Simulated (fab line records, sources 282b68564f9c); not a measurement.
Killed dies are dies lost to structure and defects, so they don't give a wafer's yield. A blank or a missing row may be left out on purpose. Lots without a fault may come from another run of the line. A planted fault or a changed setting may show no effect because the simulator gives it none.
Split-lot experiment | flow rit_cmos | 5 lots, 23 wafers read, on a route of 202 steps

THE SPLIT
At RIT_NWELL_SOFTBAKE_02 (time 60 s), the setting temp_c was moved away from the recipe's 90 C on 8 of the 23 wafers read, by +1.6% to +2.2%. The other wafers ran this setting at the recipe's value.

The reading is taken at the split's own step.

THE READING
NOVOLAK_of_NWELL_COAT_01.thk_nm (the simulator's own value, which no gauge read), in nm, at RIT_NWELL_SOFTBAKE_02 (time 60 s). The file gives no usual value for it. The 15 wafers here that ran the recipe average 1300 nm, standard deviation 1.3 nm.

wafer  | tool, chamber at the split | temp_c as run, C | against the recipe | NOVOLAK_of_NWELL_COAT_01.thk_nm, nm | against lot-mates on the recipe
L074.1 | litho_track-03, 0          | 90               | recipe             | 1300                                | -
L074.3 | litho_track-03, 0          | 90               | recipe             | 1300                                | -
L074.5 | litho_track-03, 0          | 90               | recipe             | 1302                                | -
L075.1 | litho_track-01, 0          | 91.64            | +1.8%              | 1291                                | -10
L075.2 | litho_track-01, 0          | 90               | recipe             | 1301                                | -
L075.4 | litho_track-01, 0          | 91.64            | +1.8%              | 1295                                | -6
L075.5 | litho_track-01, 0          | 91.64            | +1.8%              | 1297                                | -4
L075.6 | litho_track-01, 0          | 90               | recipe             | 1300                                | -
L077.1 | litho_track-04, 0          | 90               | recipe             | 1300                                | -
L077.3 | litho_track-04, 0          | 90               | recipe             | 1300                                | -
L077.2 | litho_track-04, 0          | 90               | recipe             | 1302                                | -
L077.5 | litho_track-04, 0          | 90               | recipe             | 1302                                | -
L077.4 | litho_track-04, 0          | 90               | recipe             | 1298                                | -
L081.1 | litho_track-01, 0          | 90               | recipe             | 1298                                | -
L081.2 | litho_track-01, 0          | 90               | recipe             | 1298                                | -
L081.3 | litho_track-01, 0          | 91.43            | +1.6%              | 1292                                | -6
L081.5 | litho_track-01, 0          | 91.43            | +1.6%              | 1295                                | -3
L081.6 | litho_track-01, 0          | 91.43            | +1.6%              | 1296                                | -2
L083.1 | litho_track-04, 0          | 90               | recipe             | 1299                                | -
L083.2 | litho_track-04, 0          | 90               | recipe             | 1299                                | -
L083.3 | litho_track-04, 0          | 91.94            | +2.2%              | 1292                                | -7
L083.4 | litho_track-04, 0          | 91.94            | +2.2%              | 1293                                | -6
L083.5 | litho_track-04, 0          | 90               | recipe             | 1300                                | -

THE FIT
A straight line over all 23 wafers: NOVOLAK_of_NWELL_COAT_01.thk_nm changes by -3.33 nm for each +1% of temp_c; r = -0.88; the points scatter about the line by 1.6 nm.
The same after taking each lot's own level away (the mean of its wafers on the recipe; 23 wafers): -3.03 nm for each +1%; r = -0.88; scatter 1.5 nm.
On that fit, the largest move of temp_c shifts the reading by 6.5 nm.
The lots' own levels span 1298.0 to 1300.7 nm, that is 2.0 times the standard deviation above.
So the lot-to-lot level changes the slope: the two fits differ.
Check: with one of the wafers moved furthest among these (+2.2%) left out of the fit, the line predicts -6.31 nm for it against its lot-mates. It came out at -7.33 nm against them.

OTHER SPLITS ON THESE WAFERS
These wafers also went through other splits before the reading. Each is held against what the fit with the lots' levels taken away leaves over:
other split on the same wafers  | wafers away from the commonest value | r with NOVOLAK_of_NWELL_COAT_01.thk_nm (lot level and that fit taken away)
RIT_ACTIVE_CVD_03 time_s        | 18                                   | +0.03
RIT_ACTIVE_ETCH_13 time_s       | 9                                    | -0.08
RIT_FOX2_OXIDATION_00 ox_time_s | 18                                   | -0.16

THE FILE'S OWN FIT
NOVOLAK_of_NWELL_COAT_01.thk_nm changes by -3.08 nm for each +1% of temp_c, r = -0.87.
